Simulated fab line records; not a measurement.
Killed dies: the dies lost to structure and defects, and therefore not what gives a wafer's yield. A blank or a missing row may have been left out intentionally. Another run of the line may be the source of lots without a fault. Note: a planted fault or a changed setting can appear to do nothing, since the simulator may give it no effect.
fab line records	flow rit_cmos
record lots=15	wafers=45	last_day=7
route steps=202 shown PLDD@120 SILICIDE@162 CONTACT@168 M1@202
lots untouched by any fault: they come from a run of this same line in which no faults occurred
start_h: start of the lot's first displayed wafer, in hours after the record's first day	wait_h: hours from the lot's prior step to this one	" as in the row above	L1.1+2: a row that stands for several wafers	- either no value or no given start	* or withheld: withheld	< > ~ a bound
route shown NAME@n: NAME is a module with steps in the file, n the number in the route of the first one	usual: mean and standard deviation over wafers with no fault	same: alike in all rows	chamber/n: place in a boat	sites: the reading at each site	_std_site: their standard deviation	_edge_site: outer sites' mean less inner sites'	radius_mm: for every site, how far away it sits from the centre of the wafer	mask NAME#n: copy n	behind: the tool/chamber that last shaped the wafer	hold: why the lot went on hold/how many hours it stayed there/how the hold came to an end	device: the n, p or np transistor that did not switch	end of line: the route-end tests of the same wafers	a step with no rows: only its recipe	killed: not the wafer's yield, but the dies lost to structure and defects at the first sort	map: shows each die of a wafer: x if killed, . if not, _ if none is there
set.NAME: the setting that was run; set.NAME@STEP: the one run at that earlier step	model.NAME: the simulator's own value behind a step, which no gauge read
the route's steps for a sample of lots (tables are steps, rows are wafers)
services: from which hour (start_h, from the record's first day; less than 0 if before it) a tool's chamber was out of use, for how many hours, and why
## steps
# step RIT_PLDD_OVL_MEAS_06
# usual PLDD_OVL=0.2/1.1
lot.wafer	tool	chamber	start_h	wait_h	PLDD_OVL[nm]
L146.2	overlay-02	-	45.92	-	-0.1
L146.3	"	-	"	"	-0.2
L146.5	"	-	"	"	1.1
L147.4	overlay-02	-	52.53	-	0.2
L147.5	"	-	"	"	1.7
L147.6	"	-	"	"	0.6
L149.1	overlay-01	-	58.55	-	0.8
L149.4	"	-	"	"	2.0
L149.5	"	-	"	"	0.1
L150.1	overlay-01	-	71.85	-	0.0
L150.2	"	-	"	"	-0.9
L150.5	"	-	"	"	-1.3
L151.3	overlay-01	-	71.92	-	0.5
L151.5	"	-	"	"	-0.8
L151.6	"	-	"	"	1.7
L152.2	overlay-01	-	73.18	-	0.3
L152.4	"	-	"	"	1.0
L152.6	"	-	"	"	0.2
L153.1	overlay-01	-	78.40	-	0.0
L153.3	"	-	"	"	1.4
L153.6	"	-	"	"	-1.3
L154.2	overlay-01	-	84.18	-	1.7
L154.3	"	-	"	"	1.3
L154.4	"	-	"	"	1.8
L155.2	overlay-01	-	93.14	-	-3.0
L155.3	"	-	"	"	-1.3
L155.6	"	-	"	"	-2.0
L156.1	overlay-01	-	94.41	-	2.8
L156.3	"	-	"	"	1.7
L156.4	"	-	"	"	1.6
L159.1	overlay-02	-	108.33	-	0.6
L159.3	"	-	"	"	1.8
L159.6	"	-	"	"	-0.8
L161.2	overlay-01	-	121.08	-	2.4
L161.3	"	-	"	"	-2.5
L161.4	"	-	"	"	-0.2
L163.1	overlay-02	-	128.76	-	-1.1
L163.5	"	-	"	"	0.6
L163.6	"	-	"	"	-0.9
L165.2	overlay-01	-	140.64	-	0.5
L165.3	"	-	"	"	0.3
L165.6	"	-	"	"	2.4
L169.3	overlay-02	-	159.14	-	0.7
L169.5	"	-	"	"	1.3
L169.6	"	-	"	"	1.9
# step RIT_SILICIDE_SPUTTER_01
# recipe material=Ti	target_thk_nm=30	power_w=350	chamber_pressure_pa=0.667	gas=Ar	time_s=240	substrate_temp_c=25
# usual chamber_pressure_pa=0.6670/0.0013	throttle_valve_pct=29.9/1.4
lot.wafer	tool	chamber	start_h	wait_h	chamber_pressure_pa	throttle_valve_pct
L146.2	pvd_sputter-01	-	53.26	0.0	0.6708	29.5
L146.3	"	-	"	"	0.6701	29.8
L146.5	"	-	"	"	0.6656	29.0
L147.4	pvd_sputter-01	-	59.52	0.0	0.6669	28.8
L147.5	"	-	"	"	0.6669	29.4
L147.6	"	-	"	"	0.6671	29.4
L149.1	pvd_sputter-01	-	65.95	0.0	0.6670	29.4
L149.4	"	-	"	"	0.6667	29.5
L149.5	"	-	"	"	0.6680	29.2
L150.1	pvd_sputter-04	-	78.92	0.0	0.6657	28.4
L150.2	"	-	"	"	0.6664	31.4
L150.5	"	-	"	"	0.6679	31.4
L151.3	pvd_sputter-01	-	79.65	0.0	0.6663	29.4
L151.5	"	-	"	"	0.6692	27.7
L151.6	"	-	"	"	0.6671	29.3
L152.2	pvd_sputter-03	-	81.59	0.0	0.6677	29.3
L152.4	"	-	"	"	0.6663	28.6
L152.6	"	-	"	"	0.6672	30.8
L153.1	pvd_sputter-04	-	85.38	0.0	0.6665	31.1
L153.3	"	-	"	"	0.6659	32.3
L153.6	"	-	"	"	0.6674	31.2
L154.2	pvd_sputter-01	-	92.01	0.0	0.6659	28.9
L154.3	"	-	"	"	0.6683	27.6
L154.4	"	-	"	"	0.6664	29.5
L155.2	pvd_sputter-04	-	100.31	0.0	0.6678	31.5
L155.3	"	-	"	"	0.6674	31.2
L155.6	"	-	"	"	0.6682	32.2
L156.1	pvd_sputter-01	-	101.38	0.0	0.6680	29.8
L156.3	"	-	"	"	0.6685	29.0
L156.4	"	-	"	"	0.6669	29.4
L159.1	pvd_sputter-04	-	115.30	0.0	0.6672	28.4
L159.3	"	-	"	"	0.6700	32.5
L159.6	"	-	"	"	0.6661	28.4
L161.2	pvd_sputter-04	-	128.11	0.0	0.5835	34.6
L161.3	"	-	"	"	0.5827	33.6
L161.4	"	-	"	"	0.5818	30.5
L163.1	pvd_sputter-04	-	135.63	0.0	0.5814	34.4
L163.5	"	-	"	"	0.5810	33.6
L163.6	"	-	"	"	0.5831	33.3
L165.2	pvd_sputter-04	-	147.69	0.0	0.5831	34.5
L165.3	"	-	"	"	0.5821	33.6
L165.6	"	-	"	"	0.5817	33.3
L169.3	pvd_sputter-03	-	166.22	0.0	0.6656	29.2
L169.5	"	-	"	"	0.6656	31.1
L169.6	"	-	"	"	0.6661	28.8
# step RIT_SILICIDE_RS_MEAS_02
# recipe thk_meas_gauge=four-point-probe	reads=Ti_of_SILICIDE_SPUTTER_01
# usual SILICIDE_TI_RS=47.9/0.65
lot.wafer	tool	chamber	start_h	wait_h	SILICIDE_TI_RS[ohm/sq]
L146.2	film_metro-02	-	53.43	0.1	48.6
L146.3	"	-	"	"	47.6
L146.5	"	-	"	"	48.1
L147.4	film_metro-01	-	59.73	0.1	47.0
L147.5	"	-	"	"	47.3
L147.6	"	-	"	"	47.8
L149.1	film_metro-03	-	66.10	0.1	48.9
L149.4	"	-	"	"	48.0
L149.5	"	-	"	"	48.1
L150.1	film_metro-01	-	79.07	0.1	47.0
L150.2	"	-	"	"	47.1
L150.5	"	-	"	"	46.9
L151.3	film_metro-01	-	79.84	0.1	47.9
L151.5	"	-	"	"	47.7
L151.6	"	-	"	"	47.3
L152.2	film_metro-02	-	81.76	0.1	47.8
L152.4	"	-	"	"	47.3
L152.6	"	-	"	"	47.9
L153.1	film_metro-03	-	85.53	0.1	48.0
L153.3	"	-	"	"	49.1
L153.6	"	-	"	"	48.6
L154.2	film_metro-01	-	92.18	0.1	47.4
L154.3	"	-	"	"	47.7
L154.4	"	-	"	"	47.3
L155.2	film_metro-01	-	100.48	0.1	47.3
L155.3	"	-	"	"	47.0
L155.6	"	-	"	"	48.2
L156.1	film_metro-02	-	101.53	0.1	47.2
L156.3	"	-	"	"	47.6
L156.4	"	-	"	"	47.8
L159.1	film_metro-01	-	115.45	0.1	47.0
L159.3	"	-	"	"	48.2
L159.6	"	-	"	"	46.8
L161.2	film_metro-02	-	128.28	0.1	36.8
L161.3	"	-	"	"	36.6
L161.4	"	-	"	"	36.5
L163.1	film_metro-02	-	135.78	0.1	37.8
L163.5	"	-	"	"	37.1
L163.6	"	-	"	"	37.0
L165.2	film_metro-01	-	147.86	0.1	36.2
L165.3	"	-	"	"	35.8
L165.6	"	-	"	"	35.8
L169.3	film_metro-01	-	166.41	0.1	46.4
L169.5	"	-	"	"	47.5
L169.6	"	-	"	"	46.9
# step RIT_SILICIDE_THK_MEAS_03
# recipe thk_meas_gauge=xrf	reads=Ti_of_SILICIDE_SPUTTER_01
# usual SILICIDE_TI_THK=30.0/0.37
lot.wafer	tool	chamber	start_h	wait_h	SILICIDE_TI_THK[nm]
L146.2	film_metro-02	-	53.54	0.1	29.5
L146.3	"	-	"	"	29.9
L146.5	"	-	"	"	29.7
L147.4	film_metro-01	-	59.82	0.1	30.3
L147.5	"	-	"	"	30.0
L147.6	"	-	"	"	29.9
L149.1	film_metro-03	-	66.22	0.1	29.7
L149.4	"	-	"	"	30.0
L149.5	"	-	"	"	30.1
L150.1	film_metro-01	-	79.19	0.1	30.5
L150.2	"	-	"	"	30.3
L150.5	"	-	"	"	30.6
L151.3	film_metro-01	-	79.94	0.1	30.0
L151.5	"	-	"	"	30.1
L151.6	"	-	"	"	30.2
L152.2	film_metro-02	-	81.87	0.1	30.0
L152.4	"	-	"	"	30.2
L152.6	"	-	"	"	29.9
L153.1	film_metro-03	-	85.65	0.1	29.9
L153.3	"	-	"	"	29.6
L153.6	"	-	"	"	29.6
L154.2	film_metro-01	-	92.29	0.1	30.3
L154.3	"	-	"	"	30.1
L154.4	"	-	"	"	30.2
L155.2	film_metro-01	-	100.59	0.1	30.3
L155.3	"	-	"	"	30.4
L155.6	"	-	"	"	29.8
L156.1	film_metro-02	-	101.65	0.1	30.2
L156.3	"	-	"	"	29.8
L156.4	"	-	"	"	29.9
L159.1	film_metro-01	-	115.57	0.1	30.5
L159.3	"	-	"	"	29.8
L159.6	"	-	"	"	30.5
L161.2	film_metro-02	-	128.39	0.1	30.7
L161.3	"	-	"	"	30.9
L161.4	"	-	"	"	30.9
L163.1	film_metro-02	-	135.90	0.1	30.1
L163.5	"	-	"	"	30.6
L163.6	"	-	"	"	30.6
L165.2	film_metro-01	-	147.97	0.1	31.3
L165.3	"	-	"	"	31.6
L165.6	"	-	"	"	31.6
L169.3	film_metro-01	-	166.51	0.1	30.9
L169.5	"	-	"	"	30.3
L169.6	"	-	"	"	30.6
# step RIT_CONTACT_CVD_00
# recipe material=SiO2	target_thk_nm=400	precursor=TEOS	temp_c=390	time_s=61	rf_w=400
# usual heater_power_w=314/45
lot.wafer	tool	chamber	start_h	wait_h	heater_power_w
L146.2	pecvd-02	2	53.76	0.0	329
L146.3	"	2	"	"	327
L146.5	"	2	"	"	347
L147.4	pecvd-04	2	60.05	0.0	370
L147.5	"	0	"	"	245
L147.6	"	1	"	"	274
L149.1	pecvd-02	0	66.46	0.1	270
L149.4	"	0	"	"	288
L149.5	"	0	"	"	295
L150.1	pecvd-04	2	79.42	0.1	345
L150.2	"	1	"	"	292
L150.5	"	2	"	"	366
L151.3	pecvd-03	2	80.15	0.0	356
L151.5	"	2	"	"	365
L151.6	"	0	"	"	348
L152.2	pecvd-02	0	82.10	0.0	265
L152.4	"	1	"	"	389
L152.6	"	2	"	"	301
L153.1	pecvd-04	0	85.89	0.1	294
L153.3	"	2	"	"	378
L153.6	"	1	"	"	252
L154.2	pecvd-03	0	92.52	0.0	301
L154.3	"	2	"	"	307
L154.4	"	2	"	"	327
L155.2	pecvd-02	0	100.82	0.0	276
L155.3	"	1	"	"	362
L155.6	"	0	"	"	293
L156.1	pecvd-04	1	101.89	0.1	283
L156.3	"	2	"	"	296
L156.4	"	2	"	"	317
L159.1	pecvd-04	1	115.80	0.1	285
L159.3	"	0	"	"	316
L159.6	"	1	"	"	292
L161.2	pecvd-02	2	128.66	0.0	340
L161.3	"	1	"	"	412
L161.4	"	1	"	"	310
L163.1	pecvd-03	1	136.14	0.1	240
L163.5	"	0	"	"	301
L163.6	"	2	"	"	357
L165.2	pecvd-04	0	148.19	0.0	276
L165.3	"	1	"	"	268
L165.6	"	2	"	"	350
L169.3	pecvd-02	0	166.73	0.0	302
L169.5	"	2	"	"	335
L169.6	"	0	"	"	314
# step RIT_CONTACT_THK_MEAS_01
# recipe reads=SiO2_of_CONTACT_CVD_00
# usual CONTACT_TEOS_THK=401/4.6
lot.wafer	tool	chamber	start_h	wait_h	CONTACT_TEOS_THK[nm]
L146.2	film_metro-01	-	53.85	0.1	397
L146.3	"	-	"	"	399
L146.5	"	-	"	"	402
L147.4	film_metro-01	-	60.11	0.0	405
L147.5	"	-	"	"	406
L147.6	"	-	"	"	410
L149.1	film_metro-02	-	66.53	0.1	402
L149.4	"	-	"	"	410
L149.5	"	-	"	"	405
L150.1	film_metro-01	-	79.47	0.0	399
L150.2	"	-	"	"	403
L150.5	"	-	"	"	405
L151.3	film_metro-02	-	80.23	0.0	395
L151.5	"	-	"	"	398
L151.6	"	-	"	"	402
L152.2	film_metro-01	-	82.16	0.0	393
L152.4	"	-	"	"	397
L152.6	"	-	"	"	398
L153.1	film_metro-04	-	85.94	0.0	402
L153.3	"	-	"	"	399
L153.6	"	-	"	"	406
L154.2	film_metro-02	-	92.58	0.0	399
L154.3	"	-	"	"	395
L154.4	"	-	"	"	402
L155.2	film_metro-02	-	100.88	0.0	404
L155.3	"	-	"	"	402
L155.6	"	-	"	"	409
L156.1	film_metro-04	-	101.94	0.0	396
L156.3	"	-	"	"	394
L156.4	"	-	"	"	398
L159.1	film_metro-02	-	115.85	0.0	404
L159.3	"	-	"	"	397
L159.6	"	-	"	"	404
L161.2	film_metro-01	-	128.72	0.0	391
L161.3	"	-	"	"	396
L161.4	"	-	"	"	400
L163.1	film_metro-04	-	136.19	0.0	397
L163.5	"	-	"	"	405
L163.6	"	-	"	"	410
L165.2	film_metro-02	-	148.26	0.0	398
L165.3	"	-	"	"	404
L165.6	"	-	"	"	406
L169.3	film_metro-02	-	166.80	0.0	400
L169.5	"	-	"	"	403
L169.6	"	-	"	"	404
# step RIT_M1_PROBE_99
# usual killed_at_M0_to_M3=0.0/0.12	killed_at_front_end=7/3.1	killed_dies=7/3.1	killed_open=3.5/2.2	killed_short=3.3/1.9
# same gross_dies=264	killed_at_M4_up=0	killed_at_back_side=0	killed_at_contacts=0	killed_at_other=0
lot.wafer	tool	chamber	start_h	wait_h	killed_at_M0_to_M3	killed_at_front_end	killed_dies	killed_open	killed_short
L146.2	prober-02	-	60.38	0.1	0	9	9	3	6
L146.3	prober-02	-	60.43	0.2	0	5	5	4	1
L146.5	prober-02	-	60.53	0.2	0	7	7	4	3
L147.4	prober-01	-	66.61	0.2	0	4	4	2	2
L147.5	prober-01	-	66.66	0.2	0	2	2	0	2
L147.6	prober-01	-	66.71	0.2	0	8	8	5	3
L149.1	prober-01	-	73.02	0.1	0	6	6	3	3
L149.4	prober-01	-	73.17	0.2	0	5	5	2	3
L149.5	prober-01	-	73.22	0.2	0	5	5	4	1
L150.1	prober-01	-	86.27	0.1	0	1	1	1	0
L150.2	prober-01	-	86.32	0.1	0	2	2	1	1
L150.5	prober-01	-	86.47	0.2	0	6	6	3	3
L151.3	prober-01	-	86.67	0.2	0	7	7	3	4
L151.5	prober-01	-	86.77	0.3	0	8	8	4	4
L151.6	prober-01	-	86.82	0.3	0	4	4	1	3
L152.2	prober-01	-	88.68	0.1	0	13	13	11	2
L152.4	prober-01	-	88.78	0.2	0	3	3	3	0
L152.6	prober-01	-	88.88	0.2	0	10	10	4	6
L153.1	prober-02	-	93.58	0.1	0	8	8	2	6
L153.3	prober-02	-	93.68	0.2	0	4	4	1	3
L153.6	prober-02	-	93.83	0.2	0	5	5	1	4
L154.2	prober-01	-	99.13	0.1	0	4	4	2	2
L154.3	prober-01	-	99.18	0.2	0	8	8	5	3
L154.4	prober-01	-	99.23	0.2	0	8	8	4	4
L156.1	prober-01	-	108.51	0.1	0	6	6	5	1
L156.3	prober-01	-	108.61	0.2	0	4	4	2	2
L156.4	prober-01	-	108.66	0.2	0	10	10	6	4
L155.2	prober-02	-	108.56	0.1	0	7	7	2	5
L155.3	prober-02	-	108.61	0.2	0	8	8	3	5
L155.6	prober-02	-	108.76	0.2	0	5	5	4	1
L159.1	prober-02	-	122.35	0.1	0	6	6	4	2
L159.3	prober-02	-	122.45	0.2	0	3	3	1	2
L159.6	prober-02	-	122.60	0.2	0	7	7	4	3
L161.2	prober-02	-	135.18	0.1	0	8	8	2	6
L161.3	prober-02	-	135.23	0.2	1	10	11	4	7
L161.4	prober-02	-	135.28	0.2	0	10	10	6	4
L163.1	prober-02	-	143.36	0.1	0	12	12	5	7
L163.5	prober-02	-	143.56	0.2	0	3	3	2	1
L163.6	prober-02	-	143.61	0.2	0	8	8	1	7
L165.2	prober-02	-	154.61	0.1	0	5	5	2	3
L165.3	prober-02	-	154.66	0.2	0	5	5	1	4
L165.6	prober-02	-	154.81	0.2	0	5	5	1	4
L169.3	prober-01	-	173.65	0.2	0	8	8	4	4
L169.5	prober-01	-	173.75	0.2	0	6	6	3	3
L169.6	prober-01	-	173.80	0.2	0	3	3	2	1
# killed by level:class
L146.2 GATE:geometric_particle:short=2 GATE:geometric_particle:open=2 SILICIDE:geometric_particle:short=2 FOX2:geometric_particle:short=1 REOX:geometric_particle:short=1 SILICIDE:geometric_particle:open=1
L146.3 SILICIDE:geometric_particle:open=3 GATE:geometric_particle:open=1 SILICIDE:geometric_particle:short=1
L146.5 GATE:geometric_particle:open=3 GATE:geometric_particle:short=2 SILICIDE:geometric_particle:open=1 SILICIDE:geometric_particle:short=1
L147.4 GATE:geometric_particle:open=2 GATE:geometric_particle:short=2
L147.5 GATE:geometric_particle:short=2
L147.6 FOX1:geometric_particle:short=2 GATE:geometric_particle:open=2 FOX1:geometric_particle:open=1 FOX2:geometric_particle:open=1 GATE:geometric_particle:short=1 SPACER:geometric_particle:open=1
L149.1 FOX1:geometric_particle:open=2 FOX1:geometric_particle:short=1 GATE:geometric_particle:short=1 GATE:geometric_particle:open=1 REOX:geometric_particle:short=1
L149.4 FOX1:geometric_particle:short=1 REOX:geometric_particle:open=1 SPACER:geometric_particle:short=1 SPACER:geometric_particle:open=1 SILICIDE:geometric_particle:short=1
L149.5 GATE:geometric_particle:open=2 FOX1:geometric_particle:open=1 GATE:geometric_particle:short=1 SPACER:geometric_particle:open=1
L150.1 GATE:geometric_particle:open=1
L150.2 GATE:geometric_particle:short=1 REOX:geometric_particle:open=1
L150.5 GATE:geometric_particle:short=2 FOX2:geometric_particle:short=1 FOX2:geometric_particle:open=1 GATE:geometric_particle:open=1 SILICIDE:geometric_particle:open=1
L151.3 GATE:geometric_particle:open=2 FOX1:geometric_particle:short=1 FOX2:geometric_particle:short=1 FOX2:geometric_particle:open=1 GATE:geometric_particle:short=1 SILICIDE:geometric_particle:short=1
L151.5 REOX:geometric_particle:short=2 SILICIDE:geometric_particle:open=2 GATE:geometric_particle:open=1 GATE:geometric_particle:short=1 SPACER:geometric_particle:open=1 SPACER:geometric_particle:short=1
L151.6 SPACER:geometric_particle:short=3 REOX:geometric_particle:open=1
L152.2 GATE:geometric_particle:open=6 FOX2:geometric_particle:open=2 SILICIDE:geometric_particle:short=2 FOX1:geometric_particle:open=1 REOX:geometric_particle:open=1 SILICIDE:geometric_particle:open=1
L152.4 ACTIVE:geometric_particle:open=1 GATE:geometric_particle:open=1 SILICIDE:geometric_particle:open=1
L152.6 GATE:geometric_particle:short=4 FOX2:geometric_particle:open=2 GATE:geometric_particle:open=2 FOX1:geometric_particle:short=1 SPACER:geometric_particle:short=1
L153.1 FOX1:geometric_particle:short=3 REOX:geometric_particle:open=2 REOX:geometric_particle:short=2 GATE:geometric_particle:short=1
L153.3 GATE:geometric_particle:short=2 SPACER:geometric_particle:open=1 SILICIDE:geometric_particle:short=1
L153.6 GATE:geometric_particle:short=2 REOX:geometric_particle:short=2 REOX:geometric_particle:open=1
L154.2 SILICIDE:geometric_particle:open=2 FOX1:geometric_particle:short=1 FOX2:geometric_particle:short=1
L154.3 SPACER:geometric_particle:open=2 SILICIDE:geometric_particle:short=2 FOX1:geometric_particle:open=1 REOX:geometric_particle:open=1 SPACER:geometric_particle:short=1 SILICIDE:geometric_particle:open=1
L154.4 GATE:geometric_particle:open=2 GATE:geometric_particle:short=2 ACTIVE:geometric_particle:open=1 REOX:geometric_particle:short=1 REOX:geometric_particle:open=1 SILICIDE:geometric_particle:short=1
L156.1 FOX1:geometric_particle:open=1 FOX2:geometric_particle:open=1 GATE:geometric_particle:short=1 GATE:geometric_particle:open=1 REOX:geometric_particle:open=1 SILICIDE:geometric_particle:open=1
L155.2 GATE:geometric_particle:short=4 GATE:geometric_particle:open=1 SPACER:geometric_particle:open=1 SILICIDE:geometric_particle:short=1
L155.3 SPACER:geometric_particle:short=3 GATE:geometric_particle:short=2 GATE:geometric_particle:open=2 FOX1:geometric_particle:open=1
L156.3 FOX1:geometric_particle:open=1 GATE:geometric_particle:open=1 GATE:geometric_particle:short=1 REOX:geometric_particle:short=1
L156.4 GATE:geometric_particle:open=4 GATE:geometric_particle:short=2 FOX1:geometric_particle:short=1 REOX:geometric_particle:open=1 SPACER:geometric_particle:open=1 SPACER:geometric_particle:short=1
L155.6 FOX1:geometric_particle:open=2 GATE:geometric_particle:open=2 FOX1:geometric_particle:short=1
L159.1 SPACER:geometric_particle:open=2 FOX1:geometric_particle:short=1 GATE:geometric_particle:short=1 GATE:geometric_particle:open=1 SILICIDE:geometric_particle:open=1
L159.3 FOX1:geometric_particle:short=1 REOX:geometric_particle:short=1 REOX:geometric_particle:open=1
L159.6 GATE:geometric_particle:open=3 GATE:geometric_particle:short=2 FOX1:geometric_particle:short=1 SILICIDE:geometric_particle:open=1
L161.2 GATE:geometric_particle:short=2 FOX1:geometric_particle:open=1 FOX1:geometric_particle:short=1 GATE:geometric_particle:open=1 REOX:geometric_particle:short=1 SPACER:geometric_particle:short=1 SILICIDE:geometric_particle:short=1
L161.3 GATE:geometric_particle:short=4 GATE:geometric_particle:open=2 FOX1:geometric_particle:short=1 FOX1:geometric_particle:open=1 FOX2:geometric_particle:short=1 SPACER:geometric_particle:open=1 M1:geometric_particle:short=1
L161.4 GATE:geometric_particle:short=2 GATE:geometric_particle:open=2 REOX:geometric_particle:open=2 FOX1:geometric_particle:open=1 FOX1:geometric_particle:short=1 SPACER:geometric_particle:short=1 SPACER:geometric_particle:open=1
L163.1 REOX:geometric_particle:short=4 GATE:geometric_particle:short=3 SILICIDE:geometric_particle:open=2 FOX1:geometric_particle:open=1 FOX2:geometric_particle:open=1 REOX:geometric_particle:open=1
L163.5 GATE:geometric_particle:open=2 REOX:geometric_particle:short=1
L163.6 GATE:geometric_particle:short=5 FOX1:geometric_particle:short=1 SILICIDE:geometric_particle:short=1 SILICIDE:geometric_particle:open=1
L165.2 SILICIDE:geometric_particle:short=2 REOX:geometric_particle:open=1 SPACER:geometric_particle:short=1 SILICIDE:geometric_particle:open=1
L165.3 FOX2:geometric_particle:short=1 GATE:geometric_particle:open=1 GATE:geometric_particle:short=1 SPACER:geometric_particle:short=1 SILICIDE:geometric_particle:short=1
L165.6 GATE:geometric_particle:short=2 SPACER:geometric_particle:short=2 SILICIDE:geometric_particle:open=1
L169.3 GATE:geometric_particle:short=3 REOX:geometric_particle:open=2 FOX2:geometric_particle:short=1 GATE:geometric_particle:open=1 SILICIDE:geometric_particle:open=1
L169.5 FOX1:geometric_particle:open=2 FOX1:geometric_particle:short=1 GATE:geometric_particle:short=1 GATE:geometric_particle:open=1 REOX:geometric_particle:short=1
L169.6 FOX1:geometric_particle:open=1 FOX2:geometric_particle:open=1 SILICIDE:geometric_particle:short=1
## services
tool	chamber	start_h	hours	kind
pvd_sputter-01	-	37.39	1.7	repair
pecvd-02	1	49.41	18.8	repair
pvd_sputter-04	-	50.98	1.8	repair
pvd_sputter-04	-	59.30	7.0	repair
pecvd-03	-	61.59	0.7	repair
pecvd-03	1	68.90	7.1	repair
pecvd-03	1	114.80	3.7	repair
pecvd-04	-	119.18	0.8	repair
pecvd-03	-	146.69	6.0	pm
pecvd-03	-	154.54	1.4	repair
pvd_sputter-01	-	157.75	6.6	repair
pvd_sputter-03	-	161.02	0.7	repair
## key
first_sign step=RIT_SILICIDE_SPUTTER_01	reading=chamber_pressure_pa	direction=down	sigmas=64	usual=0.6670	struck=0.5823
effect step=RIT_SILICIDE_RS_MEAS_02	reading=SILICIDE_TI_RS	direction=down	sigmas=17	usual=47.9	struck=36.6
effect step=RIT_SILICIDE_THK_MEAS_03	reading=SILICIDE_TI_THK	direction=up	sigmas=2.6	usual=30.0	struck=30.9
met_at RIT_SILICIDE_SPUTTER_01
struck_lots L161,L163,L165
tester_left_out L161,L163,L165
not_acting_at RIT_PLDD_OVL_MEAS_06,RIT_CONTACT_CVD_00,RIT_CONTACT_THK_MEAS_01
onset_between 115.30 128.11
fault kind=process_parameter_drift	tool=pvd_sputter-04	chamber=-	onset_h=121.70	steps=RIT_SILICIDE_SPUTTER_01	channel=chamber_pressure_pa	offset=-0.08405	shape=step	end_h=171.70	stated=0.667
# tester_left_out: of these lots the tester's yield and bins aren't shown, on N5 and GAA mostly nor the transistor test; their killed dies are dies lost to structure and defects alone, not to doping, threshold or leakage, so they don't give the yield
